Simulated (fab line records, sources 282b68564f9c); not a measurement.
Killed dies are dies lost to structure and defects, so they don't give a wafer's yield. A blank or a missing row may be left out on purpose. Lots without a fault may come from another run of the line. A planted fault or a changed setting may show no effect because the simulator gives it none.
fab line records | flow rit_cmos
record lots=14 wafers=42 last_day=8
route steps=202 shown ACTIVE@3 NWELL@37 FOX2@80 M1@202
lots that met no fault: from a run of the same line without faults
start_h: hours from the record's first day to the start of the lot's first wafer shown | wait_h: hours since the lot's step before | " the same as in the row above | L1.1+2: a row that stands for several wafers | - no value, or no start given | * or withheld: withheld | < > ~ a bound
route shown NAME@n: a module of which the file shows steps, and the number in the route of the first | usual: mean/standard deviation of fault-free wafers | same: alike in all rows | chamber/n: place in a boat | sites: the reading at each site | _std_site: their standard deviation | _edge_site: outer sites' mean less inner sites' | radius_mm: how far each site lies from the wafer's centre | mask NAME#n: copy n | behind: the tool/chamber that last shaped the wafer | hold: why the lot was held/for how many hours/how that ended | device: the transistor (n, p or np) that didn't switch | end of line: the same wafers' tests at the end of the route | a step without rows: its recipe alone | killed: dies lost to structure and defects at the first sort, not the wafer's yield | map: a wafer's dies, x killed, . not, _ none there
set.NAME: the setting as run; set.NAME@STEP: as run at that earlier step | model.NAME: the simulator's own value behind a step, which no gauge read
steps of the route over a sample of lots; a table a step, a row a wafer
services: from which hour (start_h, from the record's first day; less than 0 if before it) a tool's chamber was out of use, for how many hours, and why
## steps
# step RIT_ACTIVE_THK_MEAS_02
# recipe reads=SiO2_of_ACTIVE_OXIDATION_01
# usual ACTIVE_OXIDE_THK=44.7/0.78
# columns lot.wafer tool chamber start_h wait_h ACTIVE_OXIDE_THK[nm]
L103.1 film_metro-01 - 13.50 0.0 44.8
L103.5 " - " " 44.7
L103.6 " - " " 44.6
L104.2 film_metro-01 - 17.99 0.0 45.1
L104.4 " - " " 44.9
L104.6 " - " " 45.2
L106.2 film_metro-01 - 27.37 0.0 43.9
L106.3 " - " " 42.7
L106.4 " - " " 43.5
L108.1 film_metro-02 - 37.05 0.0 44.2
L108.4 " - " " 43.7
L108.5 " - " " 44.2
L109.2 film_metro-04 - 43.26 0.0 45.8
L109.3 " - " " 45.1
L109.5 " - " " 45.2
L110.3 film_metro-02 - 47.85 0.0 44.8
L110.5 " - " " 44.0
L110.6 " - " " 44.6
L111.1 film_metro-04 - 54.75 0.0 44.4
L111.2 " - " " 44.0
L111.3 " - " " 44.1
L113.3 film_metro-04 - 66.36 0.0 44.4
L113.4 " - " " 44.7
L113.5 " - " " 44.1
L115.1 film_metro-04 - 76.98 0.0 45.3
L115.2 " - " " 45.2
L115.6 " - " " 45.9
L120.2 film_metro-01 - 99.36 0.0 43.3
L120.3 " - " " 43.7
L120.6 " - " " 44.3
L121.2 film_metro-01 - 107.44 0.0 45.4
L121.4 " - " " 46.0
L121.6 " - " " 45.8
L123.2 film_metro-01 - 113.00 0.0 46.7
L123.3 " - " " 45.9
L123.4 " - " " 45.8
L124.2 film_metro-02 - 122.65 0.0 44.6
L124.4 " - " " 43.9
L124.5 " - " " 44.2
L126.2 film_metro-01 - 127.67 0.0 43.5
L126.4 " - " " 43.8
L126.5 " - " " 43.8
# step RIT_ACTIVE_DEVELOP_10
# recipe resist=NOVOLAK develop_time_s=50 dev_temp_c=23
# usual developer_temp_C=22.98/0.11
# columns lot.wafer tool chamber start_h wait_h developer_temp_C
L103.1 litho_track-03 0 16 - 23.01
L103.5 " 0 " " 22.92
L103.6 " 0 " " 23.13
L104.2 litho_track-04 0 20 - 23.02
L104.4 " 0 21 - 22.94
L104.6 " 0 " " 22.91
L106.2 litho_track-03 0 30 - 22.79
L106.3 " 0 " " 22.79
L106.4 " 0 " " 22.91
L108.1 litho_track-02 0 39 - 23.01
L108.4 " 0 " " 23.10
L108.5 " 0 " " 23.01
L109.2 litho_track-02 0 46 - 22.97
L109.3 " 0 " " 23.09
L109.5 " 0 " " 23.01
L110.3 litho_track-04 0 50 - 23.06
L110.5 " 0 " " 22.94
L110.6 " 0 " " 23.06
L111.1 litho_track-03 0 57 - 22.93
L111.2 " 0 " " 23.05
L111.3 " 0 " " 22.95
L113.3 litho_track-04 0 68 - 25.32
L113.4 " 0 " " 25.15
L113.5 " 0 " " 25.05
L115.1 litho_track-04 0 79 - 25.17
L115.2 " 0 " " 25.21
L115.6 " 0 " " 25.17
L120.2 litho_track-03 0 101 - 23.10
L120.3 " 0 " " 23.00
L120.6 " 0 " " 22.79
L121.2 litho_track-02 0 110 - 23.09
L121.4 " 0 " " 23.16
L121.6 " 0 " " 23.06
L123.2 litho_track-03 0 115 - 22.94
L123.3 " 0 " " 22.87
L123.4 " 0 " " 22.97
L124.2 litho_track-03 0 124 - 22.95
L124.4 " 0 " " 23.02
L124.5 " 0 " " 23.07
L126.2 litho_track-03 0 132 - 23.00
L126.4 " 0 " " 23.00
L126.5 " 0 " " 22.90
# step RIT_ACTIVE_CD_MEAS_11
# recipe target_cd_nm=1400
# usual cd_nm=1400.6/2.2
# columns lot.wafer tool chamber start_h wait_h cd_nm
L103.1 cd_sem-01 - 16.83 - 1402.0
L103.5 " - " " 1401.3
L103.6 " - " " 1402.3
L104.2 cd_sem-02 - 21.09 - 1399.3
L104.4 " - " " 1401.0
L104.6 " - " " 1402.2
L106.2 cd_sem-02 - 30.48 - 1399.4
L106.3 " - " " 1397.4
L106.4 " - " " 1398.6
L108.1 cd_sem-02 - 39.44 - 1398.4
L108.4 " - " " 1399.8
L108.5 " - " " 1400.1
L109.2 cd_sem-01 - 46.37 - 1402.9
L109.3 " - " " 1402.8
L109.5 " - " " 1402.0
L110.3 cd_sem-02 - 50.26 - 1398.8
L110.5 " - " " 1396.3
L110.6 " - " " 1400.2
L111.1 cd_sem-02 - 57.13 - 1403.0
L111.2 " - " " 1403.0
L111.3 " - " " 1402.6
L113.3 cd_sem-02 - 68.89 - 1405.9
L113.4 " - " " 1409.1
L113.5 " - " " 1407.2
L115.1 cd_sem-02 - 79.37 - 1406.3
L115.2 " - " " 1408.0
L115.6 " - " " 1409.3
L120.2 cd_sem-02 - 101.88 - 1401.5
L120.3 " - " " 1400.8
L120.6 " - " " 1401.9
L121.2 cd_sem-02 - 110.23 - 1399.8
L121.4 " - " " 1401.3
L121.6 " - " " 1400.4
L123.2 cd_sem-02 - 115.39 - 1400.7
L123.3 " - " " 1400.2
L123.4 " - " " 1400.1
L124.2 cd_sem-02 - 125.05 - 1402.6
L124.4 " - " " 1400.9
L124.5 " - " " 1399.2
L126.2 cd_sem-02 - 132.42 - 1398.9
L126.4 " - " " 1397.2
L126.5 " - " " 1399.2
# step RIT_NWELL_STRIP_09
# recipe chemistry=O2 time_s=180 resist=NOVOLAK platen_temp_c=withheld power_w=500 pressure_mtorr=4000 o2_flow_sccm=4000
# usual drypump_motor_current_A=5.7/0.7 o2_flow_sccm=3999/11
# columns lot.wafer tool chamber start_h wait_h drypump_motor_current_A o2_flow_sccm rf_hours_counter_h
L103.1 plasma_asher-03 0 24.49 0.1 6.4 3995 23
L103.5 " 0 " " 6.4 3993 -
L103.6 " 1 " " 4.9 3999 -
L104.2 plasma_asher-01 1 27.83 0.1 5.3 4002 40
L104.4 " 0 " " 5.5 3993 -
L104.6 " 1 " " 5.3 4003 -
L106.2 plasma_asher-04 1 37.07 0.1 6.6 3985 36
L106.3 " 0 " " 6.8 4003 -
L106.4 " 1 " " 6.6 3989 -
L108.1 plasma_asher-01 0 47.60 0.1 5.5 3998 42
L108.4 " 0 " " 5.4 3985 -
L108.5 " 1 " " 5.3 4009 -
L109.2 plasma_asher-03 0 54.58 0.1 6.4 4003 26
L109.3 " 1 " " 4.8 3976 -
L109.5 " 0 " " 6.4 4007 -
L110.3 plasma_asher-03 1 62.24 0.1 4.9 4027 -
L110.5 " 0 " " 6.4 3992 -
L110.6 " 1 " " 4.9 4004 -
L111.1 plasma_asher-03 0 71.04 0.1 6.4 3999 27
L111.2 " 1 " " 4.9 3999 27
L111.3 " 1 " " 4.9 4009 -
L113.3 plasma_asher-01 0 85.61 0.1 5.5 4010 -
L113.4 " 1 " " 5.3 3994 -
L113.5 " 1 " " 5.3 4015 -
L115.1 plasma_asher-03 1 93.77 0.1 4.9 4006 29
L115.2 " 0 " " 6.4 4010 29
L115.6 " 1 " " 4.8 4004 -
L120.2 plasma_asher-04 1 112.10 0.1 6.6 3996 42
L120.3 " 0 " " 6.7 3998 -
L120.6 " 0 " " 6.8 4007 -
L121.2 plasma_asher-03 1 124.75 0.1 4.9 3988 32
L121.4 " 0 " " 6.4 3989 -
L121.6 " 1 " " 4.9 3990 -
L123.2 plasma_asher-01 1 127.23 0.1 5.3 4020 1
L123.3 " 1 " " 5.3 4015 -
L123.4 " 0 " " 5.5 3995 -
L124.2 plasma_asher-04 1 137.45 0.1 6.6 3990 44
L124.4 " 1 " " 6.6 3990 -
L124.5 " 1 " " 6.6 4006 -
L126.2 plasma_asher-03 1 141.06 0.1 4.9 3973 35
L126.4 " 1 " " 4.9 3992 -
L126.5 " 0 " " 6.4 3991 -
# step RIT_FOX2_THK_MEAS_91
# recipe reads=SiO2_of_FOX2_OXIDATION_00
# usual FIELD_OXIDE_LEFT_2_THK=241/7
# columns lot.wafer tool chamber start_h wait_h FIELD_OXIDE_LEFT_2_THK[nm]
L103.1 film_metro-03 - 35.62 0.0 251
L103.5 " - " " 254
L103.6 " - " " 244
L104.2 film_metro-02 - 39.74 0.0 249
L104.4 " - " " 249
L104.6 " - " " 250
L106.2 film_metro-03 - 48.32 0.0 246
L106.3 " - " " 248
L106.4 " - " " 247
L108.1 film_metro-03 - 61.04 0.0 251
L108.4 " - " " 248
L108.5 " - " " 250
L109.2 film_metro-03 - 68.92 0.0 241
L109.3 " - " " 236
L109.5 " - " " 241
L110.3 film_metro-03 - 75.41 0.0 238
L110.5 " - " " 236
L110.6 " - " " 241
L111.1 film_metro-02 - 84.95 0.0 237
L111.2 " - " " 236
L111.3 " - " " 240
L113.3 film_metro-01 - 99.85 0.0 245
L113.4 " - " " 244
L113.5 " - " " 248
L115.1 film_metro-01 - 106.86 0.0 245
L115.2 " - " " 247
L115.6 " - " " 242
L120.2 film_metro-02 - 124.60 0.0 236
L120.3 " - " " 232
L120.6 " - " " 238
L121.2 film_metro-01 - 139.54 0.0 229
L121.4 " - " " 221
L121.6 " - " " 228
L123.2 film_metro-03 - 140.04 0.0 235
L123.3 " - " " 236
L123.4 " - " " 235
L124.2 film_metro-01 - 149.94 0.0 244
L124.4 " - " " 238
L124.5 " - " " 246
L126.2 film_metro-03 - 153.73 0.0 228
L126.4 " - " " 231
L126.5 " - " " 228
# step RIT_M1_PROBE_99
# usual defect_limited_yield=97.3/1.2 killed_at_contacts=0.1/0.29 killed_at_front_end=7/3.1 killed_dies=7/3.1 killed_on_rim=1.8/1.3 killed_open=3.4/1.9 killed_short=3.6/2.1
# same gross_dies=264 killed_at_M0_to_M3=0 killed_at_M4_up=0 killed_at_back_side=0 killed_at_other=0
# columns lot.wafer tool chamber start_h wait_h defect_limited_yield[%] killed_at_contacts killed_at_front_end killed_dies killed_on_rim killed_open killed_short
L103.1 prober-01 - 62.54 0.1 95.8 0 11 11 4 6 5
L103.5 prober-01 - 62.74 0.2 95.8 0 11 11 0 6 5
L103.6 prober-01 - 62.79 0.2 97.3 0 7 7 0 1 6
L104.2 prober-02 - 71.58 0.1 97.3 0 7 7 2 2 5
L104.4 prober-02 - 71.68 0.2 98.9 0 3 3 0 3 0
L104.6 prober-02 - 71.78 0.2 97.0 0 8 8 1 5 3
L106.2 prober-02 - 79.90 0.1 96.2 0 10 10 3 5 5
L106.3 prober-02 - 79.95 0.2 97.3 0 7 7 1 2 5
L106.4 prober-02 - 80.00 0.2 97.0 0 8 8 2 4 4
L108.1 prober-02 - 95.83 0.1 97.3 0 7 7 1 4 3
L108.4 prober-02 - 95.98 0.2 96.2 0 10 10 4 8 2
L108.5 prober-02 - 96.03 0.2 96.6 0 9 9 1 4 5
L109.2 prober-01 - 105.66 0.1 96.6 0 9 9 4 1 8
L109.3 prober-01 - 105.71 0.2 95.1 0 13 13 3 7 6
L109.5 prober-01 - 105.81 0.2 98.9 0 3 3 1 2 1
L110.3 prober-02 - 115.03 0.2 97.0 0 8 8 3 3 5
L110.5 prober-02 - 115.13 0.2 97.7 0 6 6 1 5 1
L110.6 prober-02 - 115.18 0.2 98.1 0 5 5 0 3 2
L111.1 prober-01 - 118.79 0.1 98.5 0 4 4 2 2 2
L111.2 prober-01 - 118.84 0.1 97.3 0 7 7 2 2 5
L111.3 prober-01 - 118.89 0.2 96.6 0 9 9 4 4 5
L120.2 prober-01 - 156.95 0.1 97.3 0 7 7 1 3 4
L120.3 prober-01 - 157.00 0.2 98.1 0 5 5 1 2 3
L120.6 prober-01 - 157.15 0.2 96.6 1 8 9 3 6 3
L121.2 prober-02 - 168.29 0.1 97.3 0 7 7 0 3 4
L121.4 prober-02 - 168.39 0.2 97.3 0 7 7 1 3 3
L121.6 prober-02 - 168.49 0.2 98.1 0 5 5 1 1 4
L123.2 prober-02 - 169.79 0.1 98.1 1 4 5 0 0 5
L123.3 prober-02 - 169.84 0.2 96.2 0 10 10 4 5 5
L123.4 prober-02 - 169.89 0.2 96.6 0 9 9 2 3 6
L124.2 prober-01 - 177.42 0.1 99.6 0 1 1 0 0 1
L124.4 prober-01 - 177.52 0.2 98.1 0 5 5 2 2 3
L124.5 prober-01 - 177.57 0.2 95.8 0 11 11 3 4 7
L126.2 prober-02 - 181.70 0.1 99.2 0 2 2 0 0 2
L126.4 prober-02 - 181.80 0.2 97.7 0 6 6 2 3 3
L126.5 prober-02 - 181.85 0.2 100.0 0 0 0 0 0 0
# killed by level:class
L103.1 GATE:geometric_particle:short=5 GATE:geometric_particle:open=3 FOX2:geometric_particle:open=2 FOX1:geometric_particle:open=1
L103.5 FOX1:geometric_particle:short=2 GATE:geometric_particle:short=2 GATE:geometric_particle:open=2 REOX:geometric_particle:open=2 FOX1:geometric_particle:open=1 SPACER:geometric_particle:open=1 SPACER:geometric_particle:short=1
L103.6 GATE:geometric_particle:short=3 REOX:geometric_particle:short=2 FOX2:geometric_particle:short=1 GATE:geometric_particle:open=1
L104.2 GATE:geometric_particle:open=2 GATE:geometric_particle:short=2 FOX2:geometric_particle:short=1 SPACER:geometric_particle:short=1 SILICIDE:geometric_particle:short=1
L104.4 GATE:geometric_particle:open=2 SILICIDE:geometric_particle:open=1
L104.6 SILICIDE:geometric_particle:open=3 SILICIDE:geometric_particle:short=2 GATE:geometric_particle:open=1 REOX:geometric_particle:open=1 SPACER:geometric_particle:short=1
L106.2 GATE:geometric_particle:short=4 GATE:geometric_particle:open=2 FOX1:geometric_particle:short=1 REOX:geometric_particle:open=1 SPACER:geometric_particle:open=1 SILICIDE:geometric_particle:open=1
L106.3 REOX:geometric_particle:short=3 GATE:geometric_particle:short=1 SPACER:geometric_particle:open=1 SILICIDE:geometric_particle:open=1 SILICIDE:geometric_particle:short=1
L106.4 GATE:geometric_particle:short=3 GATE:geometric_particle:open=3 REOX:geometric_particle:short=1 SILICIDE:geometric_particle:open=1
L108.1 GATE:geometric_particle:open=2 FOX1:geometric_particle:open=1 FOX2:geometric_particle:short=1 FOX2:geometric_particle:open=1 GATE:geometric_particle:short=1 SPACER:geometric_particle:short=1
L108.4 GATE:geometric_particle:open=3 FOX2:geometric_particle:open=2 FOX1:geometric_particle:open=1 FOX2:geometric_particle:short=1 GATE:geometric_particle:short=1 REOX:geometric_particle:open=1 SPACER:geometric_particle:open=1
L108.5 FOX2:geometric_particle:short=2 GATE:geometric_particle:short=2 GATE:geometric_particle:open=2 FOX1:geometric_particle:open=1 FOX1:geometric_particle:short=1 SILICIDE:geometric_particle:open=1
L109.2 GATE:geometric_particle:short=7 FOX2:geometric_particle:short=1 GATE:geometric_particle:open=1
L109.3 GATE:geometric_particle:short=3 GATE:geometric_particle:open=3 SILICIDE:geometric_particle:open=2 FOX1:geometric_particle:short=1 REOX:geometric_particle:short=1 REOX:geometric_particle:open=1 SPACER:geometric_particle:open=1 SILICIDE:geometric_particle:short=1
L109.5 GATE:geometric_particle:open=1 REOX:geometric_particle:short=1 SILICIDE:geometric_particle:open=1
L110.3 GATE:geometric_particle:short=2 FOX1:geometric_particle:short=1 FOX2:geometric_particle:open=1 FOX2:geometric_particle:short=1 GATE:geometric_particle:open=1 SILICIDE:geometric_particle:open=1 SILICIDE:geometric_particle:short=1
L110.5 FOX1:geometric_particle:open=3 FOX2:geometric_particle:open=1 GATE:geometric_particle:open=1 REOX:geometric_particle:short=1
L110.6 GATE:geometric_particle:open=3 FOX1:geometric_particle:short=1 FOX2:geometric_particle:short=1
L111.1 GATE:geometric_particle:open=1 GATE:geometric_particle:short=1 REOX:geometric_particle:open=1 SILICIDE:geometric_particle:short=1
L111.2 GATE:geometric_particle:short=2 GATE:geometric_particle:open=2 FOX2:geometric_particle:short=1 REOX:geometric_particle:short=1 SPACER:geometric_particle:short=1
L111.3 REOX:geometric_particle:short=3 FOX2:geometric_particle:open=2 FOX1:geometric_particle:short=1 GATE:geometric_particle:open=1 GATE:geometric_particle:short=1 REOX:geometric_particle:open=1
L120.2 FOX2:geometric_particle:open=2 FOX2:geometric_particle:short=1 GATE:geometric_particle:short=1 SPACER:geometric_particle:open=1 SPACER:geometric_particle:short=1 SILICIDE:geometric_particle:short=1
L120.3 FOX2:geometric_particle:short=2 GATE:geometric_particle:short=1 GATE:geometric_particle:open=1 SILICIDE:geometric_particle:open=1
L120.6 GATE:geometric_particle:open=2 FOX1:geometric_particle:short=1 FOX1:geometric_particle:open=1 GATE:geometric_particle:short=1 REOX:geometric_particle:open=1 SPACER:geometric_particle:open=1 SILICIDE:geometric_particle:open=1 CONTACT:geometric_particle:short=1
L121.2 GATE:geometric_particle:open=3 FOX1:geometric_particle:short=2 GATE:geometric_particle:short=1 SPACER:geometric_particle:short=1
L121.4 GATE:geometric_particle:short=3 GATE:geometric_particle:open=2 REOX:geometric_particle:open=1 GATE:coat_microbubble_printed=1
L121.6 FOX2:geometric_particle:short=2 REOX:geometric_particle:short=2 GATE:geometric_particle:open=1
L123.2 GATE:geometric_particle:short=2 FOX2:geometric_particle:short=1 SILICIDE:geometric_particle:short=1 CONTACT:geometric_particle:short=1
L123.3 FOX1:geometric_particle:short=3 GATE:geometric_particle:open=2 GATE:geometric_particle:short=2 FOX1:geometric_particle:open=1 FOX2:geometric_particle:open=1 SILICIDE:geometric_particle:open=1
L123.4 GATE:geometric_particle:short=3 SPACER:geometric_particle:short=2 SILICIDE:geometric_particle:open=2 GATE:geometric_particle:open=1 SILICIDE:geometric_particle:short=1
L124.2 ACTIVE:geometric_particle:short=1
L124.4 FOX1:geometric_particle:short=2 FOX1:geometric_particle:open=1 GATE:geometric_particle:open=1 SPACER:geometric_particle:short=1
L124.5 FOX1:geometric_particle:short=4 GATE:geometric_particle:open=2 GATE:geometric_particle:short=2 FOX1:geometric_particle:open=1 SILICIDE:geometric_particle:short=1 SILICIDE:geometric_particle:open=1
L126.2 FOX1:geometric_particle:short=1 GATE:geometric_particle:short=1
L126.4 GATE:geometric_particle:open=2 GATE:geometric_particle:short=2 SILICIDE:geometric_particle:short=1 SILICIDE:geometric_particle:open=1
## services
# columns tool chamber start_h hours kind
litho_track-03 - 100.37 - consumable_replace:filter
plasma_asher-01 - 108.75 9.0 pm
plasma_asher-01 0 108.75 9.0 vent_cycle
plasma_asher-01 1 108.75 9.0 vent_cycle
plasma_asher-01 0 117.75 - clean
plasma_asher-01 1 117.75 - clean
plasma_asher-04 - 121.84 3.7 pm
## key
first_sign step=RIT_ACTIVE_DEVELOP_10 reading=developer_temp_C direction=up sigmas=19 usual=* struck=*
effect step=RIT_ACTIVE_CD_MEAS_11 reading=cd_nm direction=up sigmas=3.2 usual=1400.6 struck=1407.6
met_at RIT_ACTIVE_DEVELOP_10
struck_lots L113,L115
rows_end L113.3,L113.4,L113.5,L115.1,L115.2,L115.6
not_acting_at RIT_ACTIVE_THK_MEAS_02,RIT_NWELL_STRIP_09,RIT_FOX2_THK_MEAS_91
onset_between 50 68
fault kind=process_parameter_drift tool=litho_track-04 chamber=- onset_h=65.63 steps=RIT_ACTIVE_DEVELOP_10 channel=dev_temp_c offset=* shape=step end_h=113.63 acts_in=* stated=*
# rows_end: these wafers met a further fault down the route, and their rows from its step on are left out
